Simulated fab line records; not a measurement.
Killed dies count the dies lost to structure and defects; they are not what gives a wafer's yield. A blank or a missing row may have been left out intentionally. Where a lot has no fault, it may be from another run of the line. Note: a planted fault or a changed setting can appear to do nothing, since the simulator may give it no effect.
Split-lot trial ; flow berkeley-cmos170 ; 23 wafers read across 5 lots, on a route 331 steps long

== SPLIT DETAILS ==
At UCB170_PSD_PEB_04, the setting peb-temp-c was moved away from the recipe's 130 C on 8 of the 23 wafers read, by -1.9% to +2.8%. All remaining wafers had this setting at the recipe value.

== THE PATH FROM SPLIT TO READING: the file shows 1 step between them ==
- UCB170_PSD_DEVELOP_05: develop time 45 s

== THE READING ==
cd-nm (nm) at UCB170_PSD_CD_MEAS_06, where the cd target is 1200 nm. Typical for fault-free wafers on this fab line: 1199.8 nm, with standard deviation 1.2 nm.

wafer;tool, chamber at the split;peb-temp-c as run, C;against the recipe;cd-nm, nm;against lot-mates on the recipe
L074.1;litho-track-02, 0;130;recipe;1198.4;-
L074.2;litho-track-02, 0;130;recipe;1198.9;-
L074.4;litho-track-02, 0;127.5;-1.9%;1181.1;-17.9
L074.5;litho-track-02, 0;127.5;-1.9%;1182.4;-16.6
L074.6;litho-track-02, 0;130;recipe;1199.6;-
L076.1;litho-track-03, 0;130;recipe;1200.2;-
L076.3;litho-track-03, 0;130;recipe;1199.2;-
L076.4;litho-track-03, 0;133.6;+2.8%;1220.7;+21.0
L076.5;litho-track-03, 0;133.6;+2.8%;1220.1;+20.4
L076.6;litho-track-03, 0;133.6;+2.8%;1220.6;+20.9
L080.1;litho-track-02, 0;128.9;-0.8%;1190.6;-9.5
L080.2;litho-track-02, 0;130;recipe;1199.9;-
L080.3;litho-track-02, 0;128.9;-0.8%;1192.7;-7.4
L080.5;litho-track-02, 0;130;recipe;1200.3;-
L080.6;litho-track-02, 0;128.9;-0.8%;1191.9;-8.2
L081.1;litho-track-03, 0;130;recipe;1199.4;-
L081.2;litho-track-03, 0;130;recipe;1198.5;-
L081.3;litho-track-03, 0;130;recipe;1197.4;-
L081.4;litho-track-03, 0;130;recipe;1198.1;-
L081.5;litho-track-03, 0;130;recipe;1197.9;-
L084.3;litho-track-01, 0;130;recipe;1199.7;-
L084.5;litho-track-01, 0;130;recipe;1200.4;-
L084.6;litho-track-01, 0;130;recipe;1199.4;-

THE FIT
A straight line over all 23 wafers: cd-nm changes by +8.1 nm for each +1% of peb-temp-c; r = +0.99; the points scatter about the line by 1.1 nm.
The same after taking each lot's own level away (the mean of its wafers on the recipe; 23 wafers): +8.02 nm for each +1%; r = +1.00; scatter 0.99 nm.
According to that fit, moving peb-temp-c by its largest amount changes the reading by 22 nm.
The span of the lots' own levels, 1198.26 to 1200.10 nm, comes to 1.5 times the standard deviation stated above.
So the lot-to-lot level changes the slope little: the two slopes agree.
Check: +21.9 nm against its lot-mates is what the line predicts for one of the wafers moved furthest among these (+2.8%) when that wafer is left out of the fit. Against them it came out at +21 nm.

== OTHER SPLITS APPLIED TO THESE WAFERS ==
Other splits were also applied to these wafers ahead of the reading. Each is held against what the fit with the lots' levels taken away leaves over:
other split on the same wafers;wafers away from the commonest value;r with cd-nm (lot level and that fit taken away)
UCB170_ZERO_COAT_01 spin-rpm;8;+0.23
UCB170_NWELL_CVD_04 temp-c;10;-0.15
UCB170_PWELL_CVD_05 time-s;10;-0.02
UCB170_ACTIVE_OXIDATION_02 ox-time-s;18;-0.10
UCB170_ACTIVE_CVD_05 sih2cl2-flow-sccm;15;+0.02
UCB170_PFIELD_IMPLANT_07 energy-kev;8;+0.06
UCB170_NVT_COAT_01 resist-thk-nm;6;-0.05
UCB170_NLDD_COAT_01 resist-thk-nm;6;-0.47
UCB170_NLDD_IMPLANT_09 energy-kev;8;+0.00

== THE FILE'S OWN FIT ==
cd-nm changes by +8.09 nm for each +1% of peb-temp-c, r = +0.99.
